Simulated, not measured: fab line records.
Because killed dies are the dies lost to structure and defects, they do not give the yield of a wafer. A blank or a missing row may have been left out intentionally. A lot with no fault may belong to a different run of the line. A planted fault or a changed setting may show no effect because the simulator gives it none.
Split-lot experiment / flow rit_cmos / 23 wafers read from 5 lots, route of 202 steps

== ABOUT THE SPLIT ==
At RIT_CONTACT_CVD_00 (deposits SiO2 from TEOS, target thk 400 nm, time 61 s), the setting time_s was moved away from the recipe's 61 s on 5 of the 23 wafers read, by -8.5% to -3.8%. For the rest of the wafers, this setting stayed at what the recipe calls for.

There is no step in the file separating the split from the reading.

== THE READING ==
CONTACT_TEOS_THK at RIT_CONTACT_THK_MEAS_01, in nm. Fault-free wafers of this fab line usually give 400 nm, standard deviation 6.2 nm.

wafer=L076.1; tool, chamber at the split=pecvd-01, 2; time_s as run, s=61; against the recipe=recipe; CONTACT_TEOS_THK, nm=392; against lot-mates on the recipe=-
wafer=L076.2; tool, chamber at the split=pecvd-01, 0; time_s as run, s=61; against the recipe=recipe; CONTACT_TEOS_THK, nm=391; against lot-mates on the recipe=-
wafer=L076.4; tool, chamber at the split=pecvd-01, 2; time_s as run, s=61; against the recipe=recipe; CONTACT_TEOS_THK, nm=399; against lot-mates on the recipe=-
wafer=L076.5; tool, chamber at the split=pecvd-01, 0; time_s as run, s=61; against the recipe=recipe; CONTACT_TEOS_THK, nm=393; against lot-mates on the recipe=-
wafer=L076.6; tool, chamber at the split=pecvd-01, 2; time_s as run, s=61; against the recipe=recipe; CONTACT_TEOS_THK, nm=401; against lot-mates on the recipe=-
wafer=L078.1; tool, chamber at the split=pecvd-03, 2; time_s as run, s=61; against the recipe=recipe; CONTACT_TEOS_THK, nm=396; against lot-mates on the recipe=-
wafer=L078.3; tool, chamber at the split=pecvd-03, 1; time_s as run, s=61; against the recipe=recipe; CONTACT_TEOS_THK, nm=403; against lot-mates on the recipe=-
wafer=L078.4; tool, chamber at the split=pecvd-03, 2; time_s as run, s=61; against the recipe=recipe; CONTACT_TEOS_THK, nm=405; against lot-mates on the recipe=-
wafer=L078.5; tool, chamber at the split=pecvd-03, 1; time_s as run, s=61; against the recipe=recipe; CONTACT_TEOS_THK, nm=407; against lot-mates on the recipe=-
wafer=L078.6; tool, chamber at the split=pecvd-03, 0; time_s as run, s=61; against the recipe=recipe; CONTACT_TEOS_THK, nm=407; against lot-mates on the recipe=-
wafer=L080.1; tool, chamber at the split=pecvd-04, 1; time_s as run, s=58.71; against the recipe=-3.8%; CONTACT_TEOS_THK, nm=381; against lot-mates on the recipe=-26
wafer=L080.2; tool, chamber at the split=pecvd-04, 0; time_s as run, s=58.71; against the recipe=-3.8%; CONTACT_TEOS_THK, nm=383; against lot-mates on the recipe=-24
wafer=L080.4; tool, chamber at the split=pecvd-04, 1; time_s as run, s=61; against the recipe=recipe; CONTACT_TEOS_THK, nm=405; against lot-mates on the recipe=-
wafer=L080.5; tool, chamber at the split=pecvd-04, 0; time_s as run, s=58.71; against the recipe=-3.8%; CONTACT_TEOS_THK, nm=395; against lot-mates on the recipe=-12
wafer=L080.6; tool, chamber at the split=pecvd-04, 2; time_s as run, s=61; against the recipe=recipe; CONTACT_TEOS_THK, nm=408; against lot-mates on the recipe=-
wafer=L083.1; tool, chamber at the split=pecvd-01, 1; time_s as run, s=61; against the recipe=recipe; CONTACT_TEOS_THK, nm=399; against lot-mates on the recipe=-
wafer=L083.2; tool, chamber at the split=pecvd-01, 2; time_s as run, s=61; against the recipe=recipe; CONTACT_TEOS_THK, nm=399; against lot-mates on the recipe=-
wafer=L083.6; tool, chamber at the split=pecvd-01, 2; time_s as run, s=61; against the recipe=recipe; CONTACT_TEOS_THK, nm=407; against lot-mates on the recipe=-
wafer=L081.1; tool, chamber at the split=pecvd-04, 1; time_s as run, s=61; against the recipe=recipe; CONTACT_TEOS_THK, nm=391; against lot-mates on the recipe=-
wafer=L081.3; tool, chamber at the split=pecvd-04, 0; time_s as run, s=55.82; against the recipe=-8.5%; CONTACT_TEOS_THK, nm=357; against lot-mates on the recipe=-39
wafer=L081.4; tool, chamber at the split=pecvd-04, 2; time_s as run, s=61; against the recipe=recipe; CONTACT_TEOS_THK, nm=399; against lot-mates on the recipe=-
wafer=L081.5; tool, chamber at the split=pecvd-04, 1; time_s as run, s=55.82; against the recipe=-8.5%; CONTACT_TEOS_THK, nm=361; against lot-mates on the recipe=-35
wafer=L081.6; tool, chamber at the split=pecvd-04, 0; time_s as run, s=61; against the recipe=recipe; CONTACT_TEOS_THK, nm=397; against lot-mates on the recipe=-

THE FIT
A straight line over all 23 wafers: CONTACT_TEOS_THK changes by +4.6 nm for each +1% of time_s; r = +0.90; the points scatter about the line by 5.9 nm.
The same after taking each lot's own level away (the mean of its wafers on the recipe; 23 wafers): +4.52 nm for each +1%; r = +0.94; scatter 4.4 nm.
The reading moves by 38 nm for the largest change in time_s, on that fit.
Across the lots, their own levels run from 395.2 to 406.5 nm, a range of 1.8 times the standard deviation given above.
Hence the lot-to-lot level has little effect on the slope; both slopes agree.
Check: with one of the wafers moved furthest among these (-8.5%) left out of the fit, the line predicts -38.6 nm for it against its lot-mates. Against them it came out at -38.7 nm.

== OTHER SPLITS ON THESE WAFERS ==
Other splits were also applied to these wafers ahead of the reading. Each is held against what the fit with the lots' levels taken away leaves over:
other split on the same wafers=RIT_GATE_DEVELOP_15 develop_time_s; wafers away from the commonest value=11; r with CONTACT_TEOS_THK (lot level and that fit taken away)=+0.18
other split on the same wafers=RIT_NLDD_COAT_01 resist_thk_nm; wafers away from the commonest value=8; r with CONTACT_TEOS_THK (lot level and that fit taken away)=-0.48
other split on the same wafers=RIT_NLDD_SOFTBAKE_02 time_s; wafers away from the commonest value=7; r with CONTACT_TEOS_THK (lot level and that fit taken away)=+0.16
other split on the same wafers=RIT_PLDD_COAT_01 resist_thk_nm; wafers away from the commonest value=11; r with CONTACT_TEOS_THK (lot level and that fit taken away)=-0.13
other split on the same wafers=RIT_PLDD_IMPLANT_08 dose_cm2; wafers away from the commonest value=7; r with CONTACT_TEOS_THK (lot level and that fit taken away)=-0.44
other split on the same wafers=RIT_NSD_COAT_01 spin_rpm; wafers away from the commonest value=5; r with CONTACT_TEOS_THK (lot level and that fit taken away)=-0.13
other split on the same wafers=RIT_NSD_IMPLANT_08 dose_cm2; wafers away from the commonest value=11; r with CONTACT_TEOS_THK (lot level and that fit taken away)=-0.32
other split on the same wafers=RIT_SDANNEAL_CLEAN_02 time_s; wafers away from the commonest value=15; r with CONTACT_TEOS_THK (lot level and that fit taken away)=-0.20

== THE WHOLE CHAIN: every reading that the file lists as answering this split, in the file's order ==
step=RIT_CONTACT_CVD_00; what it does=deposits SiO2 from TEOS, target thk 400 nm, time 61 s; reading=SiO2_of_CONTACT_CVD_00.thk_nm (the simulator's own value, which no gauge read); change (the file's fit)=+4.53 nm for each +1% of the setting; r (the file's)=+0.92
step=RIT_CONTACT_THK_MEAS_01; what it does=; reading=CONTACT_TEOS_THK; change (the file's fit)=+4.54 for each +1% of the setting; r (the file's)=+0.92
step=RIT_CONTACT_ETCH_11; what it does=etches SiO2 in CHF3/CF4/Ar, stops on TiSi2, target depth 480 nm, time 320 s; reading=etch.depth_nm (the simulator's own value, which no gauge read); change (the file's fit)=+4.53 nm for each +1% of the setting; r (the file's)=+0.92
step=RIT_CONTACT_ETCH_11; what it does=etches SiO2 in CHF3/CF4/Ar, stops on TiSi2, target depth 480 nm, time 320 s; reading=CONTACT.feature_depth_nm (the simulator's own value, which no gauge read); change (the file's fit)=+4.53 nm for each +1% of the setting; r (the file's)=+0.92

== FILE'S OWN FIT ==
CONTACT_TEOS_THK changes by +4.54 nm for each +1% of time_s, r = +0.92.
